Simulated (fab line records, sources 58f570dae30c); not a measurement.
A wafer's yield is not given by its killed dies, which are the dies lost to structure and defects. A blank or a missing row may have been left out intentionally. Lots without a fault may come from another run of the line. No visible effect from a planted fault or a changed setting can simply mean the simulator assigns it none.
Problem report in the 8D (eight disciplines) form, filled by code | flow berkeley-cmos170 | the parts of the form that need people (team, actions taken, sign-off) are left out

## 1. WHAT IS WRONG
At UCB170_V1_STRIP_15, chamber-pressure-mTorr averages 2800 mTorr over 6 wafers from 2 lots, while fault-free wafers read 3500 mTorr, standard deviation 3. That is -99 or more standard deviations from the usual mean.
The step: strips in O2.
First observed at day 10 12:49: wafer L895.2, on plasma-asher-04. The record has a number at this step for 42 wafers belonging to 14 lots. By rule, "out" or "out of limits" means more than 4 standard deviations away from the usual mean. The rest of the wafers with a number are treated as sound.

## 2. WHAT IT IS, AND WHAT IT ISN'T
question                    | is                     | is not
which readings at this step | chamber-pressure-mTorr | drypump-motor-current-A, strip-time-to-endpoint-s
which lots                  | L895, L896             | L885, L887, L888, L889, L891, L892, L893, L894, L902, L905, L906, L907
which wafers of those lots  | all that have a number | -
read on which tools         | plasma-asher-04        | plasma-asher-01, plasma-asher-02
when                        | from day 10 12:49      | up to then (24 sound wafers); but 12 sound wafers of L902, L905, L906, L907 came after

## 3. THE SUSPECTS, EACH WITH WHAT RULES IT OUT
Counting: any tool at a process step up to the reading is kept as a suspect provided that every lot that is out went through it and no sound lot did after the first of them.
- plasma-asher-04 at UCB170_V1_STRIP_15 (strips in O2): kept. All lots that are out passed through it, beginning with L895 at day 10 12:49, and no sound lot followed; its final sound lot before that point was L891 at day 10 02:11. Its own chamber-pressure-mTorr readings are out on those wafers.
After counting, what remains is plasma-asher-04 at UCB170_V1_STRIP_15.

## 4. THE CAUSE (what the simulator had put in)
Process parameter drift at UCB170_V1_STRIP_15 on plasma-asher-04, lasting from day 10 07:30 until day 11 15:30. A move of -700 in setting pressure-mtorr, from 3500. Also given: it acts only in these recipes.
After counting, this tool was the only one left.

## 5. SEQUENCE OF EFFECTS, ordered by route
Rows list readings where the struck wafers' mean (over those with a number) sits beyond 3 standard deviations from the usual. Readings are gone through only where the record gives a usual standard deviation; hours: the median, over the lots, of the time from a lot's start at the first step in this table giving one to that lot's start at this step; sigmas: the change measured in usual standard deviations.
hours | step               | reading                | usual      | on struck wafers | change | sigmas
0     | UCB170_V1_STRIP_15 | chamber-pressure-mTorr | 3500 mTorr | 2800             | -700   | -99 or more
Its process steps:
- UCB170_V1_STRIP_15: strips in O2.

## 6. HOW IT WOULD HAVE BEEN CAUGHT EARLIER
First out-of-limits reading in this record: day 10 12:49, which is 5 hours after fault onset at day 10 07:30.
